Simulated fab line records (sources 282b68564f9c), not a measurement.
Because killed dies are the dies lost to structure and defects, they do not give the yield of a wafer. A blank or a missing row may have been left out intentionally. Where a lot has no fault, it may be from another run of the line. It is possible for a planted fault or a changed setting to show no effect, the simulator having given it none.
A lot that was struck, set against a sound lot | flow rit_cmos | 15 out of 202 route steps
Sound: the wafers L592.1, L592.4, L592.5. Struck: wafers L609.2, L609.3, L609.5. At the end, the cause is stated.
Order at every step that has rows: each side's tool, ch and its chambers, its first start. Under that, the readings that differ: sound wafers | struck wafers | difference of the means | sigmas: that difference in standard deviations of wafers without a fault.
alike: readings whose means differ by less than 2 such deviations, and words and numbers that are the same on both sides. not compared: withheld readings, readings that some wafer has no value for, bounds like >300 that may hide the same value, and numbers for which the record gives no deviation and whose values overlap.
Wherever a step has rows on one side only, a row that says differs or no value, or a row with sigmas, the two part there. Numbers that don't overlap but have no deviation are shown without sigmas and don't part them. A reading missing from all wafers of one side parts the sides only when that side holds two or more wafers.

first, 2 steps without rows for these wafers: RIT_PLDD_HARDBAKE_07 (time 60 s); RIT_PLDD_IMPLANT_08.
RIT_PLDD_STRIP_09: strips in O2, time 180 s.
  sound on plasma_asher-03 ch 0,1, day 4 03:41; struck on plasma_asher-04 ch 0,1, day 7 15:25
  alike: drypump_motor_current_A
  not compared: rf_hours_counter_h
RIT_PLDD_TW_MEAS_10:
  sound on film_metro-01, day 4 03:51; struck on film_metro-04, day 7 15:37
  alike: PLDD_TW
then, 4 steps without rows for these wafers: RIT_SPACER_CLEAN_00 (cleans in SC1, time 600 s); RIT_SPACER_CLEAN_01 (cleans in dHF, time 30 s); RIT_SPACER_CLEAN_02 (cleans in SC2, time 600 s); RIT_SPACER_CVD_03 (deposits Si3N4 from SiH2Cl2/NH3, target thk 250 nm, time 3300 s).
RIT_SPACER_THK_MEAS_04:
  sound on film_metro-03, day 4 06:11; struck on film_metro-03, day 7 17:59
  alike: SPACER_NITRIDE_THK
RIT_SPACER_ETCHBACK_05: etches Si3N4 in SF6/CHF3, stops on SiO2, target depth 250 nm, time 240 s.
  sound on rie_diel-01 ch 0,2,3, day 4 06:15; struck on rie_diel-02 ch 0,1,2, day 7 18:02
  alike: drypump_motor_current_A, oes_product_au, throttle_valve_pct
  not compared: rf_hours_counter_h
then, 2 steps without rows for these wafers: RIT_NSD_HMDS_00 (prime time 60 s); RIT_NSD_COAT_01 (resist thk 1000 nm).
RIT_NSD_SOFTBAKE_02: time 60 s.
  sound on litho_track-04 ch 0, day 4 06:42; struck on litho_track-03 ch 0, day 7 18:31
  reading                  | sound             | struck            | difference | sigmas
  heater_power_total_W (W) | 34.61 34.58 34.51 | 34.09 34.11 34.08 | -0.47      | -10
  plate_temp_C (C)         | 89.99 89.92 89.94 | 89.18 89.03 89.26 | -0.79      | -7
then, 1 step without rows for these wafers: RIT_NSD_EXPOSE_03 (exposes mask M9, target cd 40700 nm).
RIT_M1_PROBE_99:
  sound on prober-01, day 4 19:55; struck on prober-01, day 8 07:17
  alike: killed_at_contacts, killed_at_front_end, killed_dies, killed_open, killed_short

WHERE THEY PART
Only at RIT_NSD_SOFTBAKE_02, as far as this record shows. Later steps at which nothing parts them and some readings are alike: RIT_M1_PROBE_99.

WHY: whatever the simulator had introduced
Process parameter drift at RIT_NSD_SOFTBAKE_02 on litho_track-03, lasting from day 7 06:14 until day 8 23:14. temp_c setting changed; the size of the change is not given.
